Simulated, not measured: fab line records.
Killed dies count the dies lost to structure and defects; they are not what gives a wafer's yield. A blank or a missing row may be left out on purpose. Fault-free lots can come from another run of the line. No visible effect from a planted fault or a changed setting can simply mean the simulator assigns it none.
fab line records	flow berkeley-cmos170
[record] lots = 5	wafers = 15	last-day = 11
route steps=331 shown ACTIVE@71 PFIELD@79 FIELD@89
lots untouched by any fault: they come from a run of this same line in which no faults occurred
start-h: hours from the record's first day to the start of the lot's first wafer shown	wait-h: hours since the lot's step before	" identical to the entry in the row above	L1.1+2: a row that stands for several wafers	- no value, or no start given	* or withheld: withheld	< > ~ a bound
route shown NAME@n: NAME is a module with steps in the file, n the number in the route of the first one	usual: mean/standard deviation taken from wafers without a fault	same: alike in all rows	chamber/n: place in a boat	sites: the reading at each site	_std_site: the values' standard deviation	_edge_site: the outer-site mean with the inner-site mean subtracted	radius-mm: how far each site lies from the wafer's centre	mask NAME#n: copy n	behind: the tool/chamber that last shaped the wafer	hold: why the lot was held/for how many hours/how that ended	device: transistor that didn't switch, given as n, p or np	end of line: the tests these same wafers got at the end of their route	a step with no rows: only its recipe	killed: dies that structure and defects cost at the first sort, which is not the same as the wafer's yield	map: the dies of a wafer, with x for killed, . for not killed, _ for no die there
set.NAME: setting as actually run; set.NAME@STEP: the setting as run at that earlier step	model.NAME: the simulator's own value behind a step, which no gauge read
lots seen at some steps along the route; tables by step, rows by wafer
services: from which hour (start-h, from the record's first day; less than 0 if before it) a tool's chamber was out of use, for how many hours, and why
[[steps]]
[step UCB170_ACTIVE_PEB_11]
[recipe] peb-temp-c = 130	peb-time-s = withheld	resist = KrF
[usual] plate-temp-C = 130.01/0.12
lot.wafer	tool	chamber	start-h	wait-h	plate-temp-C
L077.1	litho-track-03	0	93.64	0.3	129.91
L077.3	"	0	"	"	129.96
L077.6	"	0	"	"	129.77
L082.3	litho-track-02	0	122.83	0.4	129.98
L082.5	"	0	"	"	130.13
L082.6	"	0	"	"	130.00
L084.1	litho-track-02	0	136.68	0.3	130.03
L084.2	"	0	"	"	130.11
L084.5	"	0	"	"	130.11
L091.1	litho-track-03	0	167.56	0.1	129.93
L091.3	"	0	"	"	130.17
L091.4	"	0	"	"	130.10
L094.1	litho-track-03	0	179.29	0.1	129.98
L094.3	"	0	"	"	129.92
L094.6	"	0	"	"	129.88
[step UCB170_ACTIVE_DEVELOP_12]
[recipe] developer = TMAH	develop-time-s = 45	resist = KrF	dev-temp-c = 21
lot.wafer	tool	chamber	start-h	wait-h
L077.1+3+6	litho-track-03	0	-	-
L082.3+5+6	litho-track-02	0	-	-
L084.1+2+5	litho-track-02	0	-	-
L091.1+3+4	litho-track-03	0	-	-
L094.1+3+6	litho-track-03	0	-	-
[step UCB170_ACTIVE_CD_MEAS_13]
[recipe] target-cd-nm = 1200
[usual] cd-nm = 1199.9/1.2
lot.wafer	tool	chamber	start-h	wait-h	cd-nm
L077.1	cd-sem-01	-	93.92	-	1199.8
L077.3	"	-	"	"	1200.4
L077.6	"	-	"	"	1201.3
L082.3	cd-sem-02	-	123.10	-	1198.8
L082.5	"	-	"	"	1199.7
L082.6	"	-	"	"	1198.5
L084.1	cd-sem-01	-	136.95	-	1198.4
L084.2	"	-	"	"	1199.0
L084.5	"	-	"	"	1199.5
L091.1	cd-sem-02	-	167.84	-	1199.9
L091.3	"	-	"	"	1200.4
L091.4	"	-	"	"	1200.4
L094.1	cd-sem-02	-	179.57	-	1200.6
L094.3	"	-	"	"	1201.6
L094.6	"	-	"	"	1200.4
[step UCB170_ACTIVE_OVL_MEAS_14]
[usual] ACTIVE_OVL = -1/5.6
lot.wafer	tool	chamber	start-h	wait-h	ACTIVE_OVL[nm]
L077.1	overlay-01	-	94.04	0.1	5
L077.3	"	-	"	"	5
L077.6	"	-	"	"	7
L082.3	overlay-02	-	123.19	0.1	6
L082.5	"	-	"	"	1
L082.6	"	-	"	"	-2
L084.1	overlay-02	-	137.07	0.1	-4
L084.2	"	-	"	"	-6
L084.5	"	-	"	"	2
L091.1	overlay-02	-	167.96	0.1	3
L091.3	"	-	"	"	-3
L091.4	"	-	"	"	7
L094.1	overlay-02	-	179.69	0.1	-6
L094.3	"	-	"	"	-7
L094.6	"	-	"	"	-10
[step UCB170_ACTIVE_ETCH_15]
[recipe] chemistry = CH3F/Ar/O2	target = Si3N4	stop-on = SiO2	CH3F_flow_sccm = 20	Ar_flow_sccm = 50	O2_flow_sccm = 7	pressure-mtorr = 50	rf-w = 450	target-depth-a = 2420	over-etch-frac = 0.1	time-s = 151
[usual] chamber-pressure-mTorr = 50.00/0.045	drypump-motor-current-A = 5.8/0.38	oes-product-au = 0.941/0.013	throttle-valve-pct = 8.03/0.1
[same] time-s = 151
lot.wafer	tool	chamber	start-h	wait-h	chamber-pressure-mTorr	drypump-motor-current-A	oes-product-au	rf-hours-counter-h	throttle-valve-pct
L077.1	rie-diel-04	2	94.07	0.0	49.94	5.5	0.945	49	7.91
L077.3	"	0	"	"	49.95	5.8	0.952	26	8.29
L077.6	"	0	"	"	49.96	5.8	0.943	-	8.26
L082.3	rie-diel-02	3	123.22	0.0	49.91	5.5	0.931	144	8.06
L082.5	"	3	"	"	49.98	5.5	0.934	-	8.07
L082.6	"	2	"	"	50.07	6.4	0.941	-	8.06
L084.1	rie-diel-02	3	137.11	0.0	50.02	5.5	0.928	144	8.08
L084.2	"	0	"	"	50.00	5.9	0.937	148	7.97
L084.5	"	3	"	"	50.01	5.5	0.934	-	8.07
L091.1	rie-diel-04	1	168.00	0.0	49.99	6.0	0.952	15	7.91
L091.3	"	3	"	"	50.00	5.2	0.960	50	7.98
L091.4	"	1	"	"	50.03	6.0	0.959	-	7.89
L094.1	rie-diel-04	1	179.72	0.0	49.97	6.0	0.969	16	7.90
L094.3	"	0	"	"	49.95	5.8	0.932	30	8.28
L094.6	"	2	"	"	50.03	5.5	0.954	-	7.90
[step UCB170_ACTIVE_STRIP_16]
[recipe] chemistry = O2	power-w = 400	pressure-mtorr = 3500	platen-temp-c = withheld	o2-flow-sccm = 400	overash-fraction = 0.5
[usual] chamber-pressure-mTorr = 3500/3.4	drypump-motor-current-A = 5.8/0.39	oes-product-au = 0.721/0.0046	strip-time-to-endpoint-s = 18.10/0.081
lot.wafer	tool	chamber	start-h	wait-h	chamber-pressure-mTorr	drypump-motor-current-A	oes-product-au	rf-hours-counter-h	strip-time-to-endpoint-s
L077.1	plasma-asher-01	1	94.17	0.1	3503	5.5	0.723	39	18.22
L077.3	"	0	"	"	3497	6.1	0.713	-	18.06
L077.6	"	1	"	"	3504	5.5	0.730	-	18.05
L082.3	plasma-asher-04	0	123.35	0.1	3498	6.2	0.720	-	17.99
L082.5	"	0	"	"	3502	6.2	0.724	-	18.03
L082.6	"	1	"	"	3497	5.2	0.721	-	18.02
L084.1	plasma-asher-01	1	137.21	0.1	3499	5.5	0.727	44	18.13
L084.2	"	0	"	"	3499	6.0	0.725	44	18.23
L084.5	"	1	"	"	3506	5.5	0.725	-	18.05
L091.1	plasma-asher-04	0	168.10	0.1	3503	6.2	0.723	48	18.05
L091.3	"	0	"	"	3496	6.2	0.717	-	17.96
L091.4	"	1	"	"	3500	5.2	0.716	-	18.16
L094.1	plasma-asher-02	1	179.82	0.1	3499	6.2	0.720	36	18.06
L094.3	"	1	"	"	3502	6.2	0.719	-	18.07
L094.6	"	1	"	"	3503	6.2	0.719	-	18.08
[step UCB170_ACTIVE_CD_MEAS_90]
[recipe] target-cd-nm = 1200
[usual] cd-nm = 1199.9/1.2
lot.wafer	tool	chamber	start-h	wait-h	cd-nm
L077.1	cd-sem-01	-	94.27	0.1	1200.5
L077.3	"	-	"	"	1200.4
L077.6	"	-	"	"	1201.2
L082.3	cd-sem-01	-	123.46	0.1	1198.6
L082.5	"	-	"	"	1199.3
L082.6	"	-	"	"	1199.1
L084.1	cd-sem-02	-	137.33	0.1	1197.8
L084.2	"	-	"	"	1198.6
L084.5	"	-	"	"	1199.4
L091.1	cd-sem-02	-	168.20	0.1	1200.2
L091.3	"	-	"	"	1200.6
L091.4	"	-	"	"	1200.2
L094.1	cd-sem-01	-	179.92	0.1	1200.7
L094.3	"	-	"	"	1201.4
L094.6	"	-	"	"	1200.3
[step UCB170_ACTIVE_CLEAN_17]
[recipe] chemistry = SPM	temp-c = 120	time-s = 600
[usual] temp-c = 120.00/0.13
[same] time-s = 600
lot.wafer	tool	chamber	start-h	wait-h	temp-c
L077.1	wet-bench-04	2	94.64	0.4	120.10
L077.3	"	2	"	"	120.19
L077.6	"	2	"	"	119.92
L082.3	wet-bench-01	3	123.59	0.1	119.86
L082.5	"	3	"	"	120.21
L082.6	"	3	"	"	120.18
L084.1	wet-bench-03	1	139.47	2.1	120.07
L084.2	"	1	"	"	120.21
L084.5	"	1	"	"	120.12
L091.1	wet-bench-01	3	168.32	0.1	119.97
L091.3	"	3	"	"	120.11
L091.4	"	3	"	"	120.20
L094.1	wet-bench-01	3	180.40	0.5	120.18
L094.3	"	3	"	"	120.09
L094.6	"	3	"	"	120.08
[step UCB170_PFIELD_HMDS_00]
[recipe] prime-time-s = 60	prime-temp-c = 100
lot.wafer	tool	chamber	start-h	wait-h
L077.1+3+6	litho-track-03	0	94.83	0.0
L082.3+5+6	litho-track-03	0	123.91	0.1
L084.1+2+5	litho-track-03	0	139.65	0.0
L091.1+3+4	litho-track-02	0	169.05	0.5
L094.1+3+6	litho-track-03	0	180.67	0.1
[step UCB170_PFIELD_COAT_01]
[recipe] resist = KrF	spin-rpm = 1500	resist-thk-nm = 900
[usual] dispense-pressure-kPa = 46.4/1.7
lot.wafer	tool	chamber	start-h	wait-h	dispense-pressure-kPa
L077.1	litho-track-03	0	94.98	0.1	47.4
L077.3	"	0	"	"	47.4
L077.6	"	0	"	"	47.4
L082.3	litho-track-03	0	124.06	0.1	47.4
L082.5	"	0	"	"	47.4
L082.6	"	0	"	"	47.4
L084.1	litho-track-03	0	139.80	0.1	47.4
L084.2	"	0	"	"	47.4
L084.5	"	0	"	"	47.4
L091.1	litho-track-02	0	169.20	0.1	44.9
L091.3	"	0	"	"	44.9
L091.4	"	0	"	"	44.9
L094.1	litho-track-03	0	180.82	0.1	47.4
L094.3	"	0	"	"	47.4
L094.6	"	0	"	"	47.4
[step UCB170_PFIELD_SOFTBAKE_02]
[recipe] resist = KrF	temp-c = 130	time-s = 60
[usual] plate-temp-C = 129.99/0.15
[same] time-s = 60
lot.wafer	tool	chamber	start-h	wait-h	plate-temp-C
L077.1	litho-track-03	0	95.13	0.1	130.05
L077.3	"	0	"	"	130.23
L077.6	"	0	"	"	130.18
L082.3	litho-track-03	0	124.21	0.1	129.81
L082.5	"	0	"	"	129.99
L082.6	"	0	"	"	129.88
L084.1	litho-track-03	0	139.95	0.1	130.12
L084.2	"	0	"	"	130.13
L084.5	"	0	"	"	130.23
L091.1	litho-track-02	0	169.35	0.1	129.92
L091.3	"	0	"	"	129.92
L091.4	"	0	"	"	129.80
L094.1	litho-track-03	0	180.97	0.1	130.19
L094.3	"	0	"	"	130.05
L094.6	"	0	"	"	130.04
[step UCB170_PFIELD_EXPOSE_03]
[recipe] mask-id = PFIELD	na = 0.5	sigma-outer = 0.6	source-shape = conventional	target-cd-nm = 1500	dose-mj = 30
lot.wafer	tool	chamber	start-h	wait-h	mask
L077.1+3+6	krf-scanner-02	0	95.42	0.3	PFIELD#0
L082.3+5+6	krf-scanner-01	0	124.48	0.2	PFIELD#0
L084.1+2+5	krf-scanner-02	0	140.10	0.1	PFIELD#0
L091.1+3+4	krf-scanner-02	0	169.50	0.1	PFIELD#0
L094.1+3+6	krf-scanner-01	0	181.12	0.1	PFIELD#0
[step UCB170_PFIELD_PEB_04]
[recipe] peb-temp-c = 130	peb-time-s = withheld	resist = KrF
[usual] plate-temp-C = 130.02/0.15
lot.wafer	tool	chamber	start-h	wait-h	plate-temp-C
L077.1	litho-track-04	0	96.13	0.7	129.94
L077.3	"	0	"	"	130.10
L077.6	"	0	"	"	130.06
L082.3	litho-track-04	0	124.72	0.2	130.08
L082.5	"	0	"	"	129.89
L082.6	"	0	"	"	130.00
L084.1	litho-track-02	0	140.58	0.5	130.26
L084.2	"	0	"	"	130.15
L084.5	"	0	"	"	130.09
L091.1	litho-track-04	0	169.79	0.3	130.07
L091.3	"	0	"	"	130.11
L091.4	"	0	"	"	130.13
L094.1	litho-track-04	0	182.08	0.9	130.08
L094.3	"	0	"	"	130.15
L094.6	"	0	"	"	129.94
[step UCB170_PFIELD_DEVELOP_05]
[recipe] developer = TMAH	develop-time-s = 45	resist = KrF	dev-temp-c = 21
lot.wafer	tool	chamber	start-h	wait-h
L077.1+3+6	litho-track-04	0	-	-
L082.3+5+6	litho-track-04	0	-	-
L084.1+2+5	litho-track-02	0	-	-
L091.1+3+4	litho-track-04	0	-	-
L094.1+3+6	litho-track-04	0	-	-
[step UCB170_PFIELD_OVL_MEAS_06]
[usual] PFIELD_OVL = 5/6.1
lot.wafer	tool	chamber	start-h	wait-h	PFIELD_OVL[nm]
L077.1	overlay-01	-	96.40	-	16
L077.3	"	-	"	"	11
L077.6	"	-	"	"	9
L082.3	overlay-01	-	124.96	-	6
L082.5	"	-	"	"	7
L082.6	"	-	"	"	14
L084.1	overlay-01	-	140.86	-	3
L084.2	"	-	"	"	7
L084.5	"	-	"	"	-1
L091.1	overlay-02	-	170.07	-	1
L091.3	"	-	"	"	-1
L091.4	"	-	"	"	3
L094.1	overlay-01	-	182.36	-	-1
L094.3	"	-	"	"	5
L094.6	"	-	"	"	0
[step UCB170_PFIELD_IMPLANT_07]
[recipe] species = B	dose-cm2 = 2e+13	energy-kev = 80	tilt-deg = 7
lot.wafer	tool	chamber	start-h	wait-h
L077.1+3+6	implanter-01	0	96.44	0.0
L082.3+5+6	implanter-01	0	125.03	0.1
L084.1+2+5	implanter-04	0	140.89	0.0
L091.1+3+4	implanter-02	0	170.10	0.0
L094.1+3+6	implanter-04	0	182.39	0.0
[step UCB170_PFIELD_STRIP_08]
[recipe] chemistry = O2	power-w = 400	pressure-mtorr = 3500	platen-temp-c = withheld	o2-flow-sccm = 400	overash-fraction = 0.5
[usual] chamber-pressure-mTorr = 3500/3.1	drypump-motor-current-A = 5.9/0.42	oes-product-au = 0.734/0.0043	strip-time-to-endpoint-s = 21.63/0.055
lot.wafer	tool	chamber	start-h	wait-h	chamber-pressure-mTorr	drypump-motor-current-A	oes-product-au	rf-hours-counter-h	strip-time-to-endpoint-s
L077.1	plasma-asher-03	0	96.59	0.1	3500	6.1	0.728	38	21.59
L077.3	"	1	"	"	3501	6.3	0.731	-	21.65
L077.6	"	0	"	"	3497	6.1	0.728	-	21.65
L082.3	plasma-asher-01	1	125.17	0.1	3501	5.5	0.736	-	21.68
L082.5	"	0	"	"	3500	6.1	0.737	-	21.70
L082.6	"	1	"	"	3501	5.5	0.745	-	21.67
L084.1	plasma-asher-04	1	141.04	0.1	3497	5.2	0.740	45	21.61
L084.2	"	0	"	"	3499	6.2	0.729	45	21.66
L084.5	"	1	"	"	3499	5.3	0.734	-	21.70
L091.1	plasma-asher-04	1	170.25	0.1	3502	5.2	0.734	48	21.53
L091.3	"	0	"	"	3503	6.2	0.742	-	21.66
L091.4	"	1	"	"	3497	5.2	0.738	-	21.61
L094.1	plasma-asher-03	1	182.54	0.1	3502	6.2	0.737	8	21.65
L094.3	"	1	"	"	3499	6.3	0.729	-	21.60
L094.6	"	1	"	"	3501	6.2	0.737	-	21.62
[step UCB170_PFIELD_TW_MEAS_09]
[usual] PFIELD_TW = 604/6.6
lot.wafer	tool	chamber	start-h	wait-h	PFIELD_TW
L077.1	film-metro-04	-	96.69	0.1	604
L077.3	"	-	"	"	603
L077.6	"	-	"	"	602
L082.3	film-metro-01	-	125.25	0.1	607
L082.5	"	-	"	"	606
L082.6	"	-	"	"	607
L084.1	film-metro-04	-	141.14	0.1	606
L084.2	"	-	"	"	604
L084.5	"	-	"	"	604
L091.1	film-metro-04	-	170.35	0.1	608
L091.3	"	-	"	"	606
L091.4	"	-	"	"	609
L094.1	film-metro-01	-	182.64	0.1	607
L094.3	"	-	"	"	613
L094.6	"	-	"	"	608
[step UCB170_FIELD_CLEAN_00]
[recipe] chemistry = dHF	dilution = 25:1	time-s = 7.5
[same] time-s = 7.5
lot.wafer	tool	chamber	start-h	wait-h
L077.1+3+6	wet-bench-02	0	96.75	0.1
L082.3+5+6	wet-bench-02	1	125.29	0.0
L084.1+2+5	wet-bench-02	3	141.20	0.1
L091.1+3+4	wet-bench-02	1	170.41	0.1
L094.1+3+6	wet-bench-02	3	182.70	0.1
[step UCB170_FIELD_OXIDATION_01]
[recipe] temp-c = 1000	ambient = H2O	p-h2o-torr = 584.62	target-thk-a = 5583	ox-time-s = 7200
[usual] spike-tc-load-C = 1028.4/1.8
lot.wafer	tool	chamber	start-h	wait-h	spike-tc-load-C
L077.1	furnace-04	0	98.96	2.2	1028.9
L077.3	"	0	"	"	1029.3
L077.6	"	0	"	"	1029.7
L082.3	furnace-04	0	128.66	3.4	1028.7
L082.5	"	0	"	"	1030.5
L082.6	"	0	"	"	1030.3
L084.1	furnace-04	0	149.56	8.3	1028.5
L084.2	"	0	"	"	1029.5
L084.5	"	0	"	"	1029.9
L091.1	furnace-02	0	171.55	1.1	1024.9
L091.3	"	0	"	"	1026.0
L091.4	"	0	"	"	1025.0
L094.1	furnace-02	0	185.05	2.3	1024.9
L094.3	"	0	"	"	1025.5
L094.6	"	0	"	"	1026.0
[step UCB170_FIELD_THK_MEAS_02]
[recipe] reads = SiO2_of_FIELD_OXIDATION_01
[usual] FIELD_OXIDE_THK = 559/11
lot.wafer	tool	chamber	start-h	wait-h	FIELD_OXIDE_THK[nm]
L077.1	film-metro-02	-	101.96	0.0	556
L077.3	"	-	"	"	557
L077.6	"	-	"	"	557
L082.3	film-metro-01	-	131.68	0.0	543
L082.5	"	-	"	"	539
L082.6	"	-	"	"	552
L084.1	film-metro-01	-	152.56	0.0	564
L084.2	"	-	"	"	556
L084.5	"	-	"	"	560
L091.1	film-metro-03	-	174.55	0.0	553
L091.3	"	-	"	"	552
L091.4	"	-	"	"	560
L094.1	film-metro-03	-	188.05	0.0	546
L094.3	"	-	"	"	550
L094.6	"	-	"	"	534
[step UCB170_FIELD_ANNEAL_03]
[recipe] temp-c = 1000	time-s = 1200	ambient = N2
[usual] spike-tc-load-C = 1027.1/1.7
[same] time-s = 1200
lot.wafer	tool	chamber	start-h	wait-h	spike-tc-load-C
L077.1	furnace-02	0	105.24	3.3	1025.5
L077.3	"	0	"	"	1025.9
L077.6	"	0	"	"	1026.0
L082.3	furnace-02	0	135.26	3.6	1025.9
L082.5	"	0	"	"	1026.2
L082.6	"	0	"	"	1027.1
L084.1	furnace-04	0	161.67	9.1	1029.0
L084.2	"	0	"	"	1029.0
L084.5	"	0	"	"	1030.3
L091.1	furnace-02	0	175.89	1.3	1025.0
L091.3	"	0	"	"	1025.9
L091.4	"	0	"	"	1027.1
L094.1	furnace-01	0	190.45	2.4	1025.4
L094.3	"	0	"	"	1025.2
L094.6	"	0	"	"	1024.7
[[services]]
tool	chamber	start-h	hours	kind
krf-scanner-01	-	74.54	0.8	pm
wet-bench-03	-	80.35	1.9	pm
furnace-04	-	83.41	8.1	pm
furnace-02	-	95.90	2.5	pm
plasma-asher-02	-	100.36	1.8	repair
rie-diel-04	1	104.51	4.3	repair
plasma-asher-03	-	108.75	9.0	pm
plasma-asher-03	0	108.75	9.0	vent-cycle
plasma-asher-03	1	108.75	9.0	vent-cycle
krf-scanner-02	-	117.47	1.0	pm
plasma-asher-03	0	117.75	-	clean
implanter-01	-	128.81	3.7	pm
rie-diel-04	2	132.92	4.6	repair
furnace-01	-	134.21	3.0	pm
krf-scanner-01	-	150.76	1.3	pm
furnace-04	-	152.56	5.1	pm
rie-diel-04	-	152.62	2.6	repair
krf-scanner-01	-	154.29	4.4	pm
plasma-asher-01	-	161.52	28.1	pm
implanter-01	-	165.12	2.4	repair
rie-diel-04	0	167.53	2.1	repair
krf-scanner-02	-	176.66	1.3	pm
krf-scanner-01	-	184.15	1.0	pm
rie-diel-02	0	189.40	20.2	repair
[[key]]
fault none
